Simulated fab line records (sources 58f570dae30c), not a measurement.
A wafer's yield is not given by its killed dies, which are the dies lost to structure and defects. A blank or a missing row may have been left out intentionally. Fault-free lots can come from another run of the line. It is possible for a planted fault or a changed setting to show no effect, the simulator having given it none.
What tool caused it?	flow berkeley-cmos170	14 lots, 42 wafers sampled, at 3 steps of a route of 331

## WHAT EACH GAUGE READ, for each wafer
UCB170_M1_RS_MEAS_01: measurement is done with a four-point probe. Usual: M1_AL_RS gives 0.0485 ohm/sq (standard deviation 0.0005).
lot	measured	on	M1_AL_RS (ohm/sq)	flag
L681	day 8 08:40	film-metro-02	0.0482 0.0489 0.0490	
L680	day 8 11:01	film-metro-02	0.0490 0.0489 0.0488	
L684	day 8 17:34	film-metro-02	0.0489 0.0486 0.0484	
L685	day 9 12:04	film-metro-02	0.0487 0.0478 0.0481	
L687	day 9 15:22	film-metro-02	0.0498 0.0496 0.0501	
L691	day 10 04:35	film-metro-04	0.0481 0.0476 0.0479	
L690	day 10 08:12	film-metro-03	0.0491 0.0490 0.0484	
L694	day 10 22:41	film-metro-04	0.0483 0.0494 0.0490	
L695	day 11 05:11	film-metro-04	0.0481 0.0486 0.0482	
L698	day 11 10:12	film-metro-02	0.0480 0.0486 0.0489	
L697	day 11 11:52	film-metro-02	0.0251 0.0251 0.0250	OFF
L699	day 11 19:05	film-metro-03	0.0249 0.0250 0.0250	OFF
L701	day 12 08:11	film-metro-04	0.0487 0.0482 0.0491	
L703	day 12 20:38	film-metro-04	0.0479 0.0482 0.0479	

UCB170_M1_THK_MEAS_02: measures by xrf. Usual: M1_AL_THK gives 595 nm (standard deviation 6.5).
lot	measured	on	M1_AL_THK (nm)	flag
L681	day 8 08:47	film-metro-02	601 591 589	
L680	day 8 11:08	film-metro-02	590 593 594	
L684	day 8 17:40	film-metro-02	592 596 596	
L685	day 9 12:11	film-metro-02	589 604 590	
L687	day 9 15:28	film-metro-02	577 581 575	
L691	day 10 04:41	film-metro-04	595 605 600	
L690	day 10 08:19	film-metro-03	587 588 593	
L694	day 10 22:48	film-metro-04	597 585 588	
L695	day 11 05:16	film-metro-04	598 593 595	
L698	day 11 10:17	film-metro-02	601 600 594	
L697	day 11 11:58	film-metro-02	1146 1152 1147	OFF
L699	day 11 19:13	film-metro-03	1149 1148 1147	OFF
L701	day 12 08:18	film-metro-04	591 601 589	
L703	day 12 20:44	film-metro-04	604 603 603	

## TOOL THAT RAN EACH LOT (tool first, then ch and the chambers of the sampled wafers, then the start)
lot	UCB170_M1_SPUTTER_00
L681	pvd-sputter-04, day 8 08:36
L680	pvd-sputter-02, day 8 10:56
L684	pvd-sputter-04, day 8 17:28
L685	pvd-sputter-02, day 9 11:59
L687	pvd-sputter-04, day 9 15:16
L691	pvd-sputter-02, day 10 04:30
L690	pvd-sputter-01, day 10 08:08
L694	pvd-sputter-02, day 10 22:37
L695	pvd-sputter-04, day 11 05:02
L698	pvd-sputter-01, day 11 10:05
L697	pvd-sputter-04, day 11 11:46
L699	pvd-sputter-04, day 11 19:02
L701	pvd-sputter-02, day 12 08:07
L703	pvd-sputter-02, day 12 20:32
- UCB170_M1_SPUTTER_00: material Al, target thk 600 nm, time 80 s.

## WHAT THE TOOLS THEMSELVES READ (means of the sampled wafers that have a number; where no wafer has one, the mark that the record gives instead)
UCB170_M1_SPUTTER_00. Usual: throttle-valve-pct 30.2 %, standard deviation 1.3.
lot	tool	throttle-valve-pct (%)	flag
L681	pvd-sputter-04	28.8	
L680	pvd-sputter-02	31.4	
L684	pvd-sputter-04	28.9	
L685	pvd-sputter-02	31.6	
L687	pvd-sputter-04	28.8	
L691	pvd-sputter-02	30.8	
L690	pvd-sputter-01	31.0	
L694	pvd-sputter-02	31.3	
L695	pvd-sputter-04	28.8	
L698	pvd-sputter-01	31.0	
L697	pvd-sputter-04	29.3	
L699	pvd-sputter-04	28.5	
L701	pvd-sputter-02	31.1	
L703	pvd-sputter-02	30.3	

## THE ANSWER, worked out from the rows above alone
Rule: a lot is off if the mean of its wafers that have a number lies more than 3 standard deviations from the usual mean. Also off: a lot with no number at a reading for which 4 or more lots have one. Where the step has rows for the other lots, those lots are counted as sound. After the gauges, taken in route order, come the tools' own readings; for these a lot's mean is taken, as printed above. The first step at which some lot is off is used, and at that step the reading that is off furthest; a lot without a number counts as furthest.
Off: L697, L699, seen at UCB170_M1_RS_MEAS_01 (M1_AL_RS).
A tool fits if, at a process step before that reading, it ran every lot that is off, and no sound lot after the first of them. Those tools and the gauges at UCB170_M1_RS_MEAS_01 are tried in the same way. One candidate fits, namely pvd-sputter-04 at UCB170_M1_SPUTTER_00. A fault onset in the window from L695 (day 11 05:02, its last sound lot) to L697 (day 11 11:46, its first lot off) fits.

## WHAT HAD BEEN PUT IN BY THE SIMULATOR
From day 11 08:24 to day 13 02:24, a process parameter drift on pvd-sputter-04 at UCB170_M1_SPUTTER_00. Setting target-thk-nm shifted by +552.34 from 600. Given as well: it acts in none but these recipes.
Struck lots among those shown: L697, L699. The rule given above showed the same thing.
